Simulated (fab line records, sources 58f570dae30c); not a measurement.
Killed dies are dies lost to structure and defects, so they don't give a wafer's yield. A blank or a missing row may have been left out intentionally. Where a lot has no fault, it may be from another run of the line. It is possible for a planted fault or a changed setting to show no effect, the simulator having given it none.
The tool behind it: which one? | flow berkeley_cmos170 | route of 331 steps, sampled at 1 step: 14 lots, 42 wafers

## WHAT EACH GAUGE READ, for each wafer
The record holds no reading of a measuring or inspecting step that can be judged against a usual standard deviation.

## EACH LOT AND THE TOOL THAT RAN IT (in order: tool; ch and the chambers of the sampled wafers; start)
lot  | UCB170_SCREENOX_OXIDATION_01
L809 | furnace-01 ch 0, day 6 10:55
L811 | furnace-01 ch 0, day 6 10:55
L812 | furnace-04 ch 0, day 6 20:28
L814 | furnace-02 ch 0, day 7 10:28
L819 | furnace-04, day 8 07:47
L820 | furnace-04, day 8 07:47
L823 | furnace-01 ch 0, day 9 06:41
L824 | furnace-01 ch 0, day 9 06:41
L825 | furnace-01 ch 0, day 9 06:41
L827 | furnace-04 ch 0, day 9 19:17
L829 | furnace-04 ch 0, day 10 08:00
L830 | furnace-04 ch 0, day 10 08:00
L831 | furnace-04 ch 0, day 10 08:00
L832 | furnace-04 ch 0, day 10 08:00
- UCB170_SCREENOX_OXIDATION_01: target thk 14.4 nm, ox time 2400 s.

## WHAT THE TOOLS THEMSELVES READ (means of the sampled wafers that have a number; where no wafer has one, the mark that the record gives instead)
UCB170_SCREENOX_OXIDATION_01.
lot  | tool       | ox_temp_c (C) | ox_temp_c_max | spike_tc_load_C (C) | spike_tc_source_C (C) | tube_center_temp_C (C) | zone_power_load_pct (%)
L809 | furnace-01 | 899.9         | 904.8         | 927                 | 926                   | 900                    | 26.8
L811 | furnace-01 | 900.5         | 905.2         | 927                 | 926                   | 900                    | 26.7
L812 | furnace-04 | 899.6         | 905.0         | 929                 | 926                   | 900                    | 29.9
L814 | furnace-02 | 900.2         | 904.2         | 921                 | 917                   | 900                    | 26.2
L819 | furnace-04 | -             | -             | -                   | -                     | -                      | -
L820 | furnace-04 | -             | -             | -                   | -                     | -                      | -
L823 | furnace-01 | 899.9         | 905.0         | 927                 | 926                   | 900                    | 26.7
L824 | furnace-01 | 900.1         | 904.6         | 926                 | 926                   | 900                    | 26.7
L825 | furnace-01 | 899.9         | 905.6         | 927                 | 926                   | 900                    | 26.7
L827 | furnace-04 | 899.7         | 906.6         | 929                 | 925                   | 900                    | 29.8
L829 | furnace-04 | 899.8         | 904.9         | 929                 | 925                   | 900                    | 29.7
L830 | furnace-04 | 900.6         | 906.5         | 928                 | 925                   | 900                    | 29.6
L831 | furnace-04 | 899.8         | 905.5         | 929                 | 924                   | 900                    | 29.7
L832 | furnace-04 | 899.6         | 905.7         | 929                 | 925                   | 900                    | 29.3

## THE ANSWER, worked out from the rows above alone
Rule: usual is defined by the lots themselves. Put in order of their means at a reading, lots are off if they are a third of the lots or fewer, leave a main group of 4 or more, and stand apart from it by a gap of 3 or more times the standard deviation of the main group's means; of several such gaps the widest counts. A main group is skipped when, at the precision printed for the reading in the tables above, its means are all equal. Also off: a lot with no number at a reading for which 4 or more lots have one. All remaining lots with rows at the step are treated as sound. The gauges are gone through in route order, then the tools' own readings, and for those a lot's mean is taken as printed above. At the first step where some lot is off, the reading lying furthest off is the one used; lots without a number count as furthest.
Off: L819, L820 (UCB170_SCREENOX_OXIDATION_01, ox_temp_c). Without a number there: L819, L820. The main group: mean 900.0 C, standard deviation 0.31.
If a tool, at that step or one of the process steps before it, ran each lot that is off and ran no sound lot following the first of them, it fits. Of those tried, none fits.

## WHAT WAS PUT IN BY THE SIMULATOR
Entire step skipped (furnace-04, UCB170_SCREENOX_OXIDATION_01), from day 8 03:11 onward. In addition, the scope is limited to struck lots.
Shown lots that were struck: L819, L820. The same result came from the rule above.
